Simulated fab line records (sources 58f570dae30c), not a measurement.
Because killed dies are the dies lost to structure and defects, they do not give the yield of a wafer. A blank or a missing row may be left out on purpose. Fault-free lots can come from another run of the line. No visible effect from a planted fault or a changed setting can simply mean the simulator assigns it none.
Which tool is to blame? + flow berkeley cmos170 + 39 wafers from 13 lots sampled at 4 of the route's 331 steps

WHAT THE GAUGES SHOWED, per wafer
UCB170_V1_BOW_MEAS_03. Usual: for V1_BOW the level is 17 um and the standard deviation is 7.1.
| lot  | measured     | on            | V1_BOW (um) | flag |
|------|--------------|---------------|-------------|------|
| L607 | day 7 16:15  | film metro-04 | 25 24 11    |      |
| L610 | day 8 03:34  | film metro-03 | 9 21 19     |      |
| L609 | day 8 13:40  | film metro-04 | 15 20 22    |      |
| L611 | day 8 13:40  | film metro-03 | 7 6 23      |      |
| L618 | day 9 21:25  | film metro-04 | 16 11 14    |      |
| L619 | day 9 21:25  | film metro-03 | 18 30 13    |      |
| L622 | day 10 09:12 | film metro-04 | 26 38 29    |      |
| L624 | day 10 21:04 | film metro-02 | 12 12 14    |      |
| L623 | day 10 21:05 | film metro-03 | 20 20 29    |      |
| L625 | day 11 09:55 | film metro-03 | 20 27 15    |      |
| L627 | day 11 16:29 | film metro-04 | 17 23 15    |      |
| L629 | day 12 10:39 | film metro-03 | 24 15 14    |      |
| L628 | day 12 10:57 | film metro-02 | 10 18 10    |      |

UCB170_V1_CD_MEAS_90: target cd 700 nm. Usual: cd nm 700.7 nm, standard deviation 1.5.
| lot  | measured     | on        | cd nm (nm)        | flag |
|------|--------------|-----------|-------------------|------|
| L607 | day 7 19:25  | cd sem-02 | 700.0 698.6 699.0 |      |
| L610 | day 8 06:07  | cd sem-02 | 702.2 700.3 700.4 |      |
| L609 | day 8 16:25  | cd sem-01 | 701.4 700.2 698.9 |      |
| L611 | day 8 15:41  | cd sem-01 | 702.5 700.3 700.2 |      |
| L618 | day 9 23:31  | cd sem-02 | 702.5 702.9 701.9 |      |
| L619 | day 9 23:15  | cd sem-02 | 701.1 699.6 699.7 |      |
| L622 | day 10 11:08 | cd sem-01 | 700.3 700.5 699.8 |      |
| L624 | day 10 23:52 | cd sem-01 | 701.0 698.8 700.0 |      |
| L623 | day 10 23:38 | cd sem-02 | 700.7 699.8 701.1 |      |
| L625 | day 11 11:34 | cd sem-02 | 700.4 700.4 701.5 |      |
| L627 | day 11 18:58 | cd sem-02 | 699.1 699.1 701.5 |      |
| L629 | day 12 12:37 | cd sem-01 | 699.9 697.6 700.7 |      |
| L628 | day 12 12:44 | cd sem-02 | 700.5 701.0 701.2 |      |

WHICH TOOL RAN EACH LOT (tool, then ch and the chambers of the sampled wafers, then the start)
| lot  | UCB170_V1_ETCH_14                  | UCB170_V1_STRIP_15                   |
|------|------------------------------------|--------------------------------------|
| L607 | rie diel-02 ch 1,2,3, day 7 19:07  | plasma asher-04 ch 0,1, day 7 19:17  |
| L610 | rie diel-02 ch 1,2,3, day 8 05:50  | plasma asher-02 ch 0,1, day 8 06:01  |
| L609 | rie diel-04 ch 0,2,3, day 8 16:05  | plasma asher-02 ch 0,1, day 8 16:17  |
| L611 | rie diel-02 ch 0,2,3, day 8 15:21  | plasma asher-02 ch 0,1, day 8 15:34  |
| L618 | rie diel-04 ch 0,3, day 9 23:14    | plasma asher-01 ch 0,1, day 9 23:25  |
| L619 | rie diel-01 ch 0,3, day 9 22:58    | plasma asher-02 ch 0,1, day 9 23:09  |
| L622 | rie diel-01 ch 1,2,3, day 10 10:46 | plasma asher-04 ch 0,1, day 10 10:56 |
| L624 | rie diel-04 ch 0,1,2, day 10 23:34 | plasma asher-01 ch 0, day 10 23:45   |
| L623 | rie diel-01 ch 1,2, day 10 23:20   | plasma asher-01 ch 0,1, day 10 23:32 |
| L625 | rie diel-02 ch 0,2,3, day 11 11:17 | plasma asher-04 ch 0,1, day 11 11:28 |
| L627 | rie diel-04 ch 1,3, day 11 18:41   | plasma asher-04 ch 0,1, day 11 18:52 |
| L629 | rie diel-01 ch 0,1,3, day 12 12:19 | plasma asher-02 ch 0,1, day 12 12:29 |
| L628 | rie diel-02 ch 0,2,3, day 12 12:26 | plasma asher-01 ch 0,1, day 12 12:37 |
- UCB170_V1_ETCH_14: etches SiO2 in CHF3/CF4/Ar, stops on Al, target depth 1250 nm, time 291 s.
- UCB170_V1_STRIP_15: strips in O2.

AS READ BY THE TOOLS THEMSELVES (means over the sampled wafers that have a number; for cases with no such wafer, the mark the record gives instead)
UCB170_V1_ETCH_14. Usual: CHF3_flow_sccm 44.97 sccm, standard deviation 0.14; chamber pressure mTorr 199.99 mTorr, standard deviation 0.18; drypump motor current A 6.1 A, standard deviation 0.53; oes product au 0.873 a.u., standard deviation 0.013; throttle valve pct 6.95 %, standard deviation 0.12.
| lot  | tool        | CHF3_flow_sccm (sccm) | chamber pressure mTorr (mTorr) | drypump motor current A (A) | oes product au (a.u.) | throttle valve pct (%) | flag |
|------|-------------|-----------------------|--------------------------------|-----------------------------|-----------------------|------------------------|------|
| L607 | rie diel-02 | 44.84                 | 199.82                         | 6.3                         | 0.866                 | 6.99                   |      |
| L610 | rie diel-02 | 45.00                 | 200.11                         | 6.3                         | 0.872                 | 6.98                   |      |
| L609 | rie diel-04 | 44.99                 | 199.86                         | 5.5                         | 0.862                 | 6.87                   |      |
| L611 | rie diel-02 | 44.91                 | 199.97                         | 6.2                         | 0.863                 | 6.98                   |      |
| L618 | rie diel-04 | 45.09                 | 199.71                         | 5.7                         | 0.870                 | 6.91                   |      |
| L619 | rie diel-01 | 45.16                 | 200.07                         | 5.8                         | 0.877                 | 6.73                   |      |
| L622 | rie diel-01 | 45.07                 | 200.01                         | 6.1                         | 0.885                 | 6.89                   |      |
| L624 | rie diel-04 | 44.90                 | 199.70                         | 5.5                         | 0.875                 | 6.89                   |      |
| L623 | rie diel-01 | 44.96                 | 199.91                         | 6.3                         | 0.893                 | 6.97                   |      |
| L625 | rie diel-02 | 45.06                 | 199.99                         | 6.2                         | 0.860                 | 6.97                   |      |
| L627 | rie diel-04 | 45.03                 | 199.91                         | 5.3                         | 0.882                 | 6.97                   |      |
| L629 | rie diel-01 | 45.00                 | 200.14                         | 6.0                         | 0.885                 | 6.84                   |      |
| L628 | rie diel-02 | 45.07                 | 200.16                         | 6.1                         | 0.863                 | 6.97                   |      |

UCB170_V1_STRIP_15. Usual: chamber pressure mTorr 3500 mTorr, standard deviation 3; drypump motor current A 5.7 A, standard deviation 0.46; oes product au 0.722 a.u., standard deviation 0.0044; strip time to endpoint s 15.37 s, standard deviation 0.11.
| lot  | tool            | chamber pressure mTorr (mTorr) | drypump motor current A (A) | oes product au (a.u.) | strip time to endpoint s (s) | flag |
|------|-----------------|--------------------------------|-----------------------------|-----------------------|------------------------------|------|
| L607 | plasma asher-04 | 3498                           | 6.0                         | 0.719                 | 15.30                        |      |
| L610 | plasma asher-02 | 3500                           | 5.7                         | 0.724                 | 15.31                        |      |
| L609 | plasma asher-02 | 3500                           | 5.8                         | 0.723                 | 15.26                        |      |
| L611 | plasma asher-02 | 3501                           | 5.8                         | 0.724                 | 14.84                        | OFF  |
| L618 | plasma asher-01 | 3495                           | 5.2                         | 0.720                 | 15.46                        |      |
| L619 | plasma asher-02 | 3498                           | 5.7                         | 0.725                 | 15.38                        |      |
| L622 | plasma asher-04 | 3499                           | 6.0                         | 0.722                 | 15.48                        |      |
| L624 | plasma asher-01 | 3501                           | 5.3                         | 0.723                 | 15.32                        |      |
| L623 | plasma asher-01 | 3499                           | 5.1                         | 0.725                 | 15.32                        |      |
| L625 | plasma asher-04 | 3500                           | 6.0                         | 0.722                 | 15.35                        |      |
| L627 | plasma asher-04 | 3501                           | 6.0                         | 0.725                 | 15.50                        |      |
| L629 | plasma asher-02 | 3500                           | 5.8                         | 0.721                 | 15.29                        |      |
| L628 | plasma asher-01 | 3502                           | 5.1                         | 0.724                 | 15.40                        |      |

THE ANSWER, worked out from the rows above alone
Rule: take the mean of a lot's wafers that have a number; if it is more than 3 standard deviations from the usual mean, the lot is off. Also off: a lot with no number at a reading for which 4 or more lots have one. All remaining lots with rows at the step are treated as sound. The gauges are gone through in route order, then the tools' own readings, and for those a lot's mean is taken as printed above. At the first step where some lot is off, the reading lying furthest off is the one used; lots without a number count as furthest.
Off at UCB170_V1_STRIP_15 (strip time to endpoint s): L611.
A tool fits if, at that step or a process step before it, it ran every lot that is off, and no sound lot after the first of them. None of those tried fits.

WHAT THE SIMULATOR HAD PUT IN
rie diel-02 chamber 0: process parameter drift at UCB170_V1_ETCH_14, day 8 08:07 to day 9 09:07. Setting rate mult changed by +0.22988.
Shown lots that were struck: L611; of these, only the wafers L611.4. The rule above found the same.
